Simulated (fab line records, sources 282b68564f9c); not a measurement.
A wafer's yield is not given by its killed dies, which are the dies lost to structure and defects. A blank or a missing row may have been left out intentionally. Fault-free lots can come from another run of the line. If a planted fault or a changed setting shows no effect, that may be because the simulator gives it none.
Which tool was responsible? + flow rit-cmos + 45 wafers from 15 lots sampled at 5 of the route's 202 steps

== WHAT EACH GAUGE READ, for each wafer ==
The record holds no reading of a measuring or inspecting step that can be judged against a usual standard deviation.

== WHAT TOOL EACH LOT RAN ON (gives the tool, then ch and the chambers of the sampled wafers, and finally the start) ==
| lot  | RIT_NSD_HARDBAKE_07              | RIT_NSD_STRIP_09                    | RIT_SDANNEAL_RTA_03             | RIT_CONTACT_ETCH_11               | RIT_M1_PROBE_99        |
|------|----------------------------------|-------------------------------------|---------------------------------|-----------------------------------|------------------------|
| L231 | litho-track-01 ch 0, day 2 23:49 | plasma-asher-01 ch 0,1, day 3 00:05 | rtp-anneal-02 ch 0, day 3 02:18 | rie-diel-04 ch 0,2,3, day 3 04:50 | prober-01, day 3 10:31 |
| L232 | litho-track-03 ch 0, day 3 06:02 | plasma-asher-01 ch 0, day 3 06:19   | rtp-anneal-01 ch 0, day 3 08:31 | rie-diel-03 ch 0,3, day 3 10:56   | prober-02, day 3 15:52 |
| L233 | litho-track-01 ch 0, day 3 12:44 | plasma-asher-02 ch 0,1, day 3 13:02 | rtp-anneal-02 ch 0, day 3 15:22 | rie-diel-01 ch 1,2,3, day 3 17:55 | prober-01, day 3 22:55 |
| L234 | litho-track-03 ch 0, day 3 14:33 | plasma-asher-02 ch 0,1, day 3 14:49 | rtp-anneal-01 ch 0, day 3 17:04 | rie-diel-04 ch 1,2,3, day 3 19:37 | prober-02, day 4 01:43 |
| L235 | litho-track-03 ch 0, day 3 21:58 | plasma-asher-03 ch 0,1, day 3 22:16 | rtp-anneal-02 ch 0, day 4 00:32 | rie-diel-03 ch 0,2,3, day 4 03:04 | prober-01, day 4 08:25 |
| L236 | litho-track-03 ch 0, day 4 01:00 | plasma-asher-03 ch 0, day 4 01:18   | rtp-anneal-01 ch 0, day 4 03:20 | rie-diel-01 ch 0,2, day 4 06:03   | prober-02, day 4 11:13 |
| L237 | litho-track-02 ch 0, day 4 05:53 | plasma-asher-02 ch 0,1, day 4 06:11 | rtp-anneal-02 ch 0, day 4 08:22 | rie-diel-03 ch 0,2,3, day 4 10:55 | prober-01, day 4 16:40 |
| L238 | litho-track-02 ch 0, day 4 09:40 | plasma-asher-01 ch 0,1, day 4 09:58 | rtp-anneal-01 ch 0, day 4 12:01 | rie-diel-01 ch 0,1,3, day 4 14:34 | prober-02, day 4 20:31 |
| L239 | litho-track-01 ch 0, day 4 16:30 | plasma-asher-01 ch 0, day 4 16:46   | rtp-anneal-01 ch 0, day 4 18:50 | rie-diel-04 ch 0,1,3, day 4 21:23 | prober-01, day 5 03:42 |
| L241 | litho-track-02 ch 0, day 5 02:34 | plasma-asher-02 ch 0,1, day 5 02:52 | rtp-anneal-01 ch 0, day 5 04:53 | rie-diel-04 ch 0,1,2, day 5 07:28 | prober-01, day 5 14:50 |
| L243 | litho-track-03 ch 0, day 5 13:41 | plasma-asher-02 ch 0,1, day 5 13:58 | rtp-anneal-01 ch 0, day 5 16:09 | rie-diel-03 ch 0,1, day 5 18:43   | prober-01, day 5 23:44 |
| L244 | litho-track-02 ch 0, day 5 20:07 | plasma-asher-01 ch 0,1, day 5 20:25 | rtp-anneal-02 ch 0, day 5 22:34 | rie-diel-03 ch 1,2, day 6 01:07   | prober-02, day 6 06:20 |
| L245 | litho-track-02 ch 0, day 6 04:41 | plasma-asher-01 ch 0,1, day 6 04:59 | rtp-anneal-01 ch 0, day 6 07:01 | rie-diel-04 ch 0,1,2, day 6 09:29 | prober-01, day 6 14:28 |
| L248 | litho-track-02 ch 0, day 6 15:25 | plasma-asher-01 ch 0,1, day 6 15:43 | rtp-anneal-02 ch 0, day 6 17:56 | rie-diel-01 ch 0,1, day 6 20:30   | prober-01, day 7 04:18 |
| L254 | litho-track-03 ch 0, day 8 08:32 | plasma-asher-02 ch 0,1, day 8 08:50 | rtp-anneal-01 ch 0, day 8 11:01 | rie-diel-03 ch 0,1,2, day 8 13:53 | prober-02, day 8 19:35 |
- RIT_NSD_HARDBAKE_07: time 60 s.
- RIT_NSD_STRIP_09: strips in O2, time 180 s.
- RIT_SDANNEAL_RTA_03: time 5 s.
- RIT_CONTACT_ETCH_11: etches SiO2 in CHF3/CF4/Ar, stops on TiSi2, target depth 480 nm, time 320 s.
- RIT_M1_PROBE_99

== WHAT THE TOOLS THEMSELVES READ (means of the sampled wafers that have a number; where no wafer has one, the mark that the record gives instead) ==
RIT_NSD_HARDBAKE_07. Usual: heater-power-total-W 62.55 W, standard deviation 0.045; plate-temp-C 139.99 C, standard deviation 0.15.
| lot  | tool           | heater-power-total-W (W) | plate-temp-C (C) | flag |
|------|----------------|--------------------------|------------------|------|
| L231 | litho-track-01 | 62.52                    | 139.96           |      |
| L232 | litho-track-03 | 62.51                    | 140.05           |      |
| L233 | litho-track-01 | 62.53                    | 140.10           |      |
| L234 | litho-track-03 | 62.57                    | 140.27           |      |
| L235 | litho-track-03 | 62.54                    | 140.01           |      |
| L236 | litho-track-03 | 62.57                    | 140.00           |      |
| L237 | litho-track-02 | 62.56                    | 139.85           |      |
| L238 | litho-track-02 | 62.55                    | 140.09           |      |
| L239 | litho-track-01 | 62.49                    | 139.90           |      |
| L241 | litho-track-02 | 62.48                    | 139.98           |      |
| L243 | litho-track-03 | 62.55                    | 140.02           |      |
| L244 | litho-track-02 | 58.40                    | 132.88           | OFF  |
| L245 | litho-track-02 | 58.41                    | 132.66           | OFF  |
| L248 | litho-track-02 | 58.39                    | 132.63           | OFF  |
| L254 | litho-track-03 | 62.53                    | 139.86           |      |

RIT_NSD_STRIP_09. Usual: drypump-motor-current-A 6.1 A, standard deviation 0.38.
| lot  | tool            | drypump-motor-current-A (A) | flag |
|------|-----------------|-----------------------------|------|
| L231 | plasma-asher-01 | 6.3                         |      |
| L232 | plasma-asher-01 | 6.5                         |      |
| L233 | plasma-asher-02 | 6.0                         |      |
| L234 | plasma-asher-02 | 6.0                         |      |
| L235 | plasma-asher-03 | 5.7                         |      |
| L236 | plasma-asher-03 | 5.4                         |      |
| L237 | plasma-asher-02 | 5.7                         |      |
| L238 | plasma-asher-01 | 6.2                         |      |
| L239 | plasma-asher-01 | 6.5                         |      |
| L241 | plasma-asher-02 | 6.0                         |      |
| L243 | plasma-asher-02 | 5.7                         |      |
| L244 | plasma-asher-01 | 6.2                         |      |
| L245 | plasma-asher-01 | 6.2                         |      |
| L248 | plasma-asher-01 | 6.2                         |      |
| L254 | plasma-asher-02 | 6.0                         |      |

RIT_SDANNEAL_RTA_03. Usual: chamber-o2-ppm 2.003, standard deviation 0.022; ramp-down-c-per-s 171.00, standard deviation 0.032; wafer_temp_C_max 1053.5, standard deviation 1.1.
| lot  | tool          | chamber-o2-ppm | ramp-down-c-per-s | wafer_temp_C_max | flag |
|------|---------------|----------------|-------------------|------------------|------|
| L231 | rtp-anneal-02 | 1.994          | 170.99            | 1053.8           |      |
| L232 | rtp-anneal-01 | 1.980          | 170.98            | 1054.6           |      |
| L233 | rtp-anneal-02 | 2.014          | 170.97            | 1053.9           |      |
| L234 | rtp-anneal-01 | 2.038          | 170.97            | 1053.2           |      |
| L235 | rtp-anneal-02 | 2.003          | 171.00            | 1053.4           |      |
| L236 | rtp-anneal-01 | 1.979          | 171.01            | 1052.9           |      |
| L237 | rtp-anneal-02 | 2.001          | 171.00            | 1054.2           |      |
| L238 | rtp-anneal-01 | 2.010          | 170.99            | 1054.4           |      |
| L239 | rtp-anneal-01 | 2.013          | 171.03            | 1053.2           |      |
| L241 | rtp-anneal-01 | 1.983          | 170.98            | 1053.3           |      |
| L243 | rtp-anneal-01 | 2.014          | 170.98            | 1054.3           |      |
| L244 | rtp-anneal-02 | 2.007          | 170.99            | 1053.2           |      |
| L245 | rtp-anneal-01 | 2.005          | 171.01            | 1052.7           |      |
| L248 | rtp-anneal-02 | 2.010          | 170.99            | 1053.5           |      |
| L254 | rtp-anneal-01 | 2.011          | 171.00            | 1052.7           |      |

RIT_CONTACT_ETCH_11. Usual: drypump-motor-current-A 5.5 A, standard deviation 0.35; mfc-ar-sccm 100.0 sccm, standard deviation 0.31; oes-product-au 0.990 a.u., standard deviation 0.013; throttle-valve-pct 8.85 %, standard deviation 0.086.
| lot  | tool        | drypump-motor-current-A (A) | mfc-ar-sccm (sccm) | oes-product-au (a.u.) | throttle-valve-pct (%) | flag |
|------|-------------|-----------------------------|--------------------|-----------------------|------------------------|------|
| L231 | rie-diel-04 | 5.5                         | 100.1              | 0.988                 | 8.91                   |      |
| L232 | rie-diel-03 | 5.0                         | 100.2              | 0.967                 | 8.87                   |      |
| L233 | rie-diel-01 | 5.4                         | 100.0              | 0.999                 | 8.88                   |      |
| L234 | rie-diel-04 | 5.6                         | 100.0              | 1.001                 | 8.89                   |      |
| L235 | rie-diel-03 | 5.4                         | 100.2              | 0.979                 | 8.82                   |      |
| L236 | rie-diel-01 | 5.5                         | 100.0              | 1.002                 | 8.82                   |      |
| L237 | rie-diel-03 | 5.5                         | 99.8               | 0.978                 | 8.82                   |      |
| L238 | rie-diel-01 | 5.4                         | 100.0              | 1.003                 | 8.83                   |      |
| L239 | rie-diel-04 | 5.7                         | 100.2              | 0.992                 | 8.87                   |      |
| L241 | rie-diel-04 | 5.5                         | 100.0              | 0.993                 | 8.88                   |      |
| L243 | rie-diel-03 | 5.4                         | 99.9               | 0.976                 | 8.84                   |      |
| L244 | rie-diel-03 | 5.9                         | 100.2              | 0.989                 | 8.73                   |      |
| L245 | rie-diel-04 | 5.5                         | 100.2              | 0.994                 | 8.87                   |      |
| L248 | rie-diel-01 | 5.3                         | 99.7               | 0.996                 | 8.77                   |      |
| L254 | rie-diel-03 | 5.5                         | 100.0              | 0.980                 | 8.79                   |      |

RIT_M1_PROBE_99. Usual: killed-at-contacts 0.0, standard deviation 0.25; killed-at-front-end 6.6, standard deviation 2.7; killed-dies 6.7, standard deviation 2.7; killed-open 3.3, standard deviation 1.9; killed-short 3.4, standard deviation 1.9.
| lot  | tool      | killed-at-contacts | killed-at-front-end | killed-dies | killed-open | killed-short | flag |
|------|-----------|--------------------|---------------------|-------------|-------------|--------------|------|
| L231 | prober-01 | 0.0                | 5.7                 | 5.7         | 3.0         | 2.7          |      |
| L232 | prober-02 | 0.0                | 8.0                 | 8.0         | 5.3         | 2.7          |      |
| L233 | prober-01 | 0.0                | 8.3                 | 8.3         | 5.0         | 3.3          |      |
| L234 | prober-02 | 0.0                | 4.3                 | 4.3         | 2.7         | 1.7          |      |
| L235 | prober-01 | 0.3                | 5.7                 | 6.0         | 4.0         | 2.0          |      |
| L236 | prober-02 | 0.3                | 9.3                 | 9.7         | 5.0         | 4.7          |      |
| L237 | prober-01 | 0.0                | 5.0                 | 5.0         | 2.7         | 2.3          |      |
| L238 | prober-02 | 0.0                | 5.0                 | 5.0         | 2.0         | 2.7          |      |
| L239 | prober-01 | 0.3                | 8.3                 | 8.7         | 4.7         | 4.0          |      |
| L241 | prober-01 | 0.0                | 6.0                 | 6.0         | 3.3         | 2.7          |      |
| L243 | prober-01 | 0.0                | 9.3                 | 9.3         | 3.7         | 5.7          |      |
| L244 | prober-02 | 0.0                | 4.3                 | 4.3         | 2.3         | 2.0          |      |
| L245 | prober-01 | 0.0                | 6.3                 | 6.3         | 3.3         | 3.0          |      |
| L248 | prober-01 | 0.0                | 6.0                 | 6.0         | 3.7         | 2.3          |      |
| L254 | prober-02 | 0.0                | 9.0                 | 9.0         | 4.0         | 5.0          |      |

== THE ANSWER, worked out from the rows above alone ==
Rule: a lot counts as off when the mean over its wafers that have a number is more than 3 standard deviations away from the usual mean. A lot without any number at a reading at which 4 lots or more have one is off too. Where the step has rows for the other lots, those lots are counted as sound. Order of review: gauges by route order, followed by the tools' own readings, for which a lot's mean as printed above is used. The first step at which some lot is off is used, and at that step the reading that is off furthest; a lot without a number counts as furthest.
Off: L244, L245, L248, at RIT_NSD_HARDBAKE_07 (heater-power-total-W).
If a tool, at that step or one of the process steps before it, ran each lot that is off and ran no sound lot following the first of them, it fits. One fits: RIT_NSD_HARDBAKE_07 on litho-track-02. A fault onset in the window from L241 (day 5 02:34, its last sound lot) to L244 (day 5 20:07, its first lot off) fits.
The tool's own readings at RIT_NSD_HARDBAKE_07 bear it out: on the lots that are off they differ by more than 5 times the standard deviation of the sound lots' means. heater-power-total-W reads 58.40 W there against 62.53 W on the sound lots; plate-temp-C reads 132.72 C there against 140.01 C on the sound lots.

== WHAT THE SIMULATOR HAD PUT IN ==
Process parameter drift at RIT_NSD_HARDBAKE_07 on litho-track-02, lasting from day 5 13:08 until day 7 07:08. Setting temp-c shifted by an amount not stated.
Lots struck among those shown: L244, L245, L248. The rule given above showed the same thing.
